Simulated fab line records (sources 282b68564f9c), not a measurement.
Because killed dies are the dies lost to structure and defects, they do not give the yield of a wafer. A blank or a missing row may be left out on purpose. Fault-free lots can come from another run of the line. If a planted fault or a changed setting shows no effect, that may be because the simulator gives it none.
Problem report, 8D (eight disciplines) form, completed by code	flow rit cmos	the parts of the form that need people (team, actions taken, sign-off) are left out

== 1. THE ISSUE ==
RIT_M1_EXPOSE_06, exposure dose mJ cm2: mean 248.35 on 3 wafers (1 lot); fault-free wafers 249.87, standard deviation 0.22. That puts it -6.9 standard deviations away from the usual mean.
The step: exposes mask M12, target cd 2600 nm.
First seen on wafer L355.3, day 6 02:58, on iline stepper-01. The record has a number at this step for 39 wafers belonging to 13 lots. Rule for "out" (also "out of limits"): further than 4 standard deviations from the usual mean. The rest of the wafers with a number are treated as sound.

== 2. WHAT THIS IS AND IS NOT ==
question	is	is not
which readings at this step	exposure dose mJ cm2	-
which lots	L355	L342, L344, L345, L346, L347, L348, L349, L350, L351, L352, L353, L365
which wafers of those lots	all that have a number	-
read on which tools	iline stepper-01	iline stepper-02
when	from day 6 02:58	up to then (33 sound wafers); but 3 sound wafers of L365 came after

== 3. WHAT RULES OUT EACH SUSPECT ==
Counting: any tool at a process step up to the reading is kept as a suspect provided that every lot that is out went through it and no sound lot did after the first of them.
- iline stepper-01 at RIT_M1_EXPOSE_06 (exposes mask M12, target cd 2600 nm): ruled out as a lasting fault. The sound lots L365 went through it after L355, its earliest lot that is out (day 6 02:58).
Left after counting: nothing in the record.

== 4. THE CAUSE (what the simulator had put in) ==
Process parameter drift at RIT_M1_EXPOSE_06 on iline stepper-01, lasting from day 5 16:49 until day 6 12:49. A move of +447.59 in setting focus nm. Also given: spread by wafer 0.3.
Counting ruled it out, wrongly.

== 5. SEQUENCE OF EFFECTS, ordered by route ==
Each row: a reading where the mean over the struck wafers with a number is more than 3 standard deviations away from the usual. Readings are gone through only where the record gives a usual standard deviation; hours: the median, over the lots, of the time from a lot's start at the first step in this table giving one to that lot's start at this step; sigmas: the change measured in usual standard deviations.
hours	step	reading	usual	on struck wafers	change	sigmas
0	RIT_M1_EXPOSE_06	exposure dose mJ cm2	249.87	248.35	-1.52	-6.9
Here are the process steps it includes:
- RIT_M1_EXPOSE_06: exposes mask M12, target cd 2600 nm.

== 6. WHAT WOULD HAVE CAUGHT IT SOONER ==
The fault began at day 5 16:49; the first out-of-limits reading in this record came at day 6 02:58, 10 hours later.
